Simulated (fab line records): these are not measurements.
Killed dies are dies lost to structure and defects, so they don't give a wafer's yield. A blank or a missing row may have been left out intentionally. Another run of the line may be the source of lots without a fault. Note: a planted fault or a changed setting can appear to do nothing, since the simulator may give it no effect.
Matching of chambers    flow berkeley_cmos170    UCB170_GATE_ETCH_15 on rie_si-02: 4 sister chambers
The step etches poly-Si in HBr/Cl2, stops on SiO2, time 56.3 s, target depth 278.2 nm. 14 wafers are shown with their chamber, then 7 later ones without.

== WAFERS PAIRED WITH THEIR CHAMBERS ==
wafer   chamber  drypump_motor_current_A (A)  throttle_valve_pct (%)  oes_product_au (a.u.)
L504.2  1        5.8                          26.73                   0.827
L504.4  3        6.4                          26.24                   0.846
L504.6  1        5.8                          26.72                   0.829
L505.2  0        6.7                          26.55                   0.862
L505.3  1        5.8                          26.74                   0.829
L505.4  3        6.4                          26.26                   0.848
L510.2  0        6.7                          26.56                   0.853
L510.4  2        6.2                          26.52                   0.825
L510.6  2        6.2                          26.53                   0.844
L511.2  0        6.7                          26.55                   0.858
L511.3  3        6.5                          26.41                   0.860
L511.6  1        5.8                          26.72                   0.824
L512.2  1        5.8                          26.71                   0.814
L512.4  0        6.7                          26.56                   0.852

SIGNATURES (means of the wafers above)
reading                  chamber 0  chamber 1  chamber 2  chamber 3  scatter within a chamber
drypump_motor_current_A  6.700      5.800      6.200      6.433      0.0258
throttle_valve_pct       26.5550    26.7240    26.5250    26.3033    0.0424
oes_product_au           0.85625    0.82460    0.83450    0.85133    0.00719
Rule: for a wafer and a chamber, the distance is found by dividing, reading by reading, the gap between the wafer's reading and the chamber's mean by the reading's scatter, squaring, summing and taking the root. The wafer belongs to the nearest chamber; if the next one is less than 2 further off, it can't be placed. The scatter: the root of (the sum of the squares of (reading less its chamber's mean) over the shown wafers, divided by (wafers less chambers)).

== WAFERS MISSING THEIR CHAMBER ==
wafer   drypump_motor_current_A (A)  throttle_valve_pct (%)  oes_product_au (a.u.)
L512.5  6.4                          26.40                   0.835
L520.1  6.4                          26.40                   0.860
L520.2  5.8                          26.71                   0.828
L520.3  6.6                          26.54                   0.851
L524.1  5.8                          26.72                   0.820
L524.3  6.7                          26.55                   0.843
L524.5  6.4                          26.40                   0.841

== WHICH CHAMBER EACH WENT THROUGH ==
wafer   from the rows above  in truth
L512.5  3                    3
L520.1  3                    3
L520.2  1                    1
L520.3  0                    0
L524.1  1                    1
L524.3  0                    0
L524.5  3                    3
Placed correctly: 7 of 7. Left unplaced by these rows: 0. Placed wrongly: 0.
